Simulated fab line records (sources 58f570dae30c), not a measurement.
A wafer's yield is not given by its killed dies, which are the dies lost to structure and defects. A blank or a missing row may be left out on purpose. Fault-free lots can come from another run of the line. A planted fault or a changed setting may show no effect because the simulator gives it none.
Comparing a struck lot with a sound one	flow berkeleyCmos170	36 steps out of a route of 331
Sound: wafers L917.2, L917.4, L917.6. The struck wafers were L932.3, L932.4, L932.6. At the end, the cause is stated.
Per side, at each step with rows, come the tool, then ch with its chambers, and then its first start. Under that, the readings that differ: sound wafers	struck wafers	difference of the means	sigmas: that difference in standard deviations of wafers without a fault.
alike: a reading whose means differ by less than 2 such deviations, as well as words and numbers matching on both sides. not compared: withheld readings; readings where some wafer has no value; bounds like >300 that might hide an equal value; numbers whose values overlap and for which the record gives no deviation.
Wherever a step has rows on one side only, a row that says differs or no value, or a row with sigmas, the two part there. Numbers that have no deviation but don't overlap get no sigmas and don't part them. A reading missing from all wafers of one side parts the sides only when that side holds two or more wafers.

UCB170_SPACER_CVD_00: deposits SiO2 from TEOS/O2, target thk 376 nm, time 47 s.
  sound on pecvd-03 ch 0,1,2, day 7 14:43; struck on pecvd-03 ch 0,1,2, day 11 01:54
  alike: heaterPowerW
UCB170_SPACER_THK_MEAS_01:
  struck on filmMetro-04, day 11 01:58; sound on filmMetro-03, day 7 14:46
  alike: SPACER_TEOS_THK
then, 8 steps without rows for these wafers: UCB170_SPACER_ANNEAL_02 (time 1800 s); UCB170_SPACER_ETCHBACK_03 (etches SiO2 in CHF3/CF4/Ar, stops on Si, target depth 376 nm, time 100 s); UCB170_PSD_HMDS_00 (prime time 60 s); UCB170_PSD_COAT_01 (resist thk 900 nm); UCB170_PSD_SOFTBAKE_02 (time 60 s); UCB170_PSD_EXPOSE_03 (exposes mask PSELECT MOD, target cd 1200 nm); UCB170_PSD_PEB_04; UCB170_PSD_DEVELOP_05 (develop time 45 s).
UCB170_PSD_CD_MEAS_06: the cd target is 1200 nm.
  struck on cdSem-01, day 11 10:11; sound on cdSem-02, day 7 21:05
  alike: cdNm
UCB170_PSD_OVL_MEAS_07:
  struck on overlay-02, day 11 10:17; sound on overlay-01, day 7 21:12
  alike: PSD_OVL
UCB170_PSD_IMPLANT_08:
  sound on implanter-02 ch 0, day 7 21:15; struck on implanter-02 ch 0, day 11 10:22
reading	sound	struck	difference	sigmas
beamOnS (s)	9.99 10.50 10.10	13.47 13.74 13.41	+3.34	+18
doseIonsCm2	3e+15 2.997e+15 3.003e+15	4.991e+15 4.994e+15 4.993e+15	+1.993e+15	+99 or more
faradayCurrentUA	9262 8797 9200	11381 11190 11466	+2259	+13
UCB170_PSD_STRIP_09: strips in O2.
  sound on plasmaAsher-02 ch 1, day 7 21:23; struck on plasmaAsher-03 ch 0,1, day 11 10:29
reading	sound	struck	difference	sigmas
oesProductAu (a.u.)	0.598 0.592 0.604	0.537 0.533 0.543	-0.060	-13
stripTimeToEndpointS (s)	29.31 29.30 29.30	35.25 35.29 35.21	+5.95	+91
  alike: drypumpMotorCurrentA, o2FlowSccm
  not compared: rfHoursCounterH
UCB170_PSD_TW_MEAS_10:
  struck on filmMetro-01, day 11 10:48; sound on filmMetro-03, day 7 21:29
reading	sound	struck	difference	sigmas
PSD_TW	2315 2311 2303	2749 2737 2732	+430	+19
  not compared: hold
then, 2 steps without rows for these wafers: UCB170_NSD_HMDS_00 (prime time 60 s); UCB170_NSD_COAT_01 (resist thk 900 nm).
UCB170_NSD_SOFTBAKE_02: time 62.12 s.
  sound on lithoTrack-04 ch 0, day 7 23:17; struck on lithoTrack-03 ch 0, day 11 13:49
  alike: plateSensorTCentreC, plateSensorTEdgeC, resistLineTempC, softbakeTempC
then, 3 steps without rows for these wafers: UCB170_NSD_EXPOSE_03 (exposes mask NSELECT MOD, target cd 1200 nm); UCB170_NSD_PEB_04; UCB170_NSD_DEVELOP_05 (develop time 45 s).
UCB170_NSD_CD_MEAS_06: the cd target is 1200 nm.
  struck on cdSem-01, day 11 14:28; sound on cdSem-02, day 8 00:34
reading	sound	struck	difference	sigmas
cdNm (nm)	1202.5 1201.6 1202.8	1197.7 1199.3 1198.1	-3.9	-3
UCB170_NSD_OVL_MEAS_07:
  struck on overlay-01, day 11 14:33; sound on overlay-01, day 8 00:40
  alike: NSD_OVL
following that, these wafers have no rows for 1 step: UCB170_NSD_IMPLANT_08.
UCB170_NSD_STRIP_09: strips in O2.
  sound on plasmaAsher-02 ch 0,1, day 8 00:51; struck on plasmaAsher-01 ch 0,1, day 11 14:49
  alike: drypumpMotorCurrentA, o2FlowSccm, oesProductAu, stripTimeToEndpointS
  not compared: rfHoursCounterH
UCB170_NSD_TW_MEAS_10:
  struck on filmMetro-01, day 11 14:54; sound on filmMetro-01, day 8 00:58
  alike: NSD_TW
then, 4 steps without rows for these wafers: UCB170_NSD_CLEAN_11 (cleans in SPM, time 600 s); UCB170_BACKSIDE_HMDS_00 (prime time 60 s); UCB170_BACKSIDE_COAT_01 (resist thk 900 nm); UCB170_BACKSIDE_SOFTBAKE_02 (time 60 s).
UCB170_BACKSIDE_STRIP_03: strips in O2.
  sound on plasmaAsher-04 ch 0,1, day 8 01:52; struck on plasmaAsher-01 ch 0,1, day 11 15:50
reading	sound	struck	difference	sigmas
drypumpMotorCurrentA (A)	6.7 6.5 6.7	5.2 5.3 5.2	-1.4	-2
  alike: o2FlowSccm, oesProductAu, stripTimeToEndpointS
  not compared: rfHoursCounterH
then, 2 steps without rows for these wafers: UCB170_BACKSIDE_CLEAN_04 (cleans in SPM, time 600 s); UCB170_SDANNEAL_RTA_00 (time 10 s).
UCB170_SDANNEAL_RTA_01: time 5 s.
  sound on rtpAnneal-02 ch 0, day 8 02:26; struck on rtpAnneal-02 ch 0, day 11 16:14
  alike: lampPowerPct, wafer_temp_C_max
UCB170_SDANNEAL_RS_MEAS_02: measurement is done with a four-point probe.
  struck on filmMetro-01, day 11 16:37; sound on filmMetro-03, day 8 02:30
reading	sound	struck	difference	sigmas
PSD_RS (ohm/sq)	75.68 75.48 75.75	56.25 56.21 56.31	-19.38	-65
  not compared: hold
UCB170_M3_PROBE_99:
  sound wafers here have rows in the record (prober-02, day 9 00:08); struck ones have none

WHERE THEY PART
First at UCB170_PSD_IMPLANT_08; last, within this record, at UCB170_M3_PROBE_99.

WHY: whatever the simulator had introduced
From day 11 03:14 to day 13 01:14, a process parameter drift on implanter-02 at UCB170_PSD_IMPLANT_08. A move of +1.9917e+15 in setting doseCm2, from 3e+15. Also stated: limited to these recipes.
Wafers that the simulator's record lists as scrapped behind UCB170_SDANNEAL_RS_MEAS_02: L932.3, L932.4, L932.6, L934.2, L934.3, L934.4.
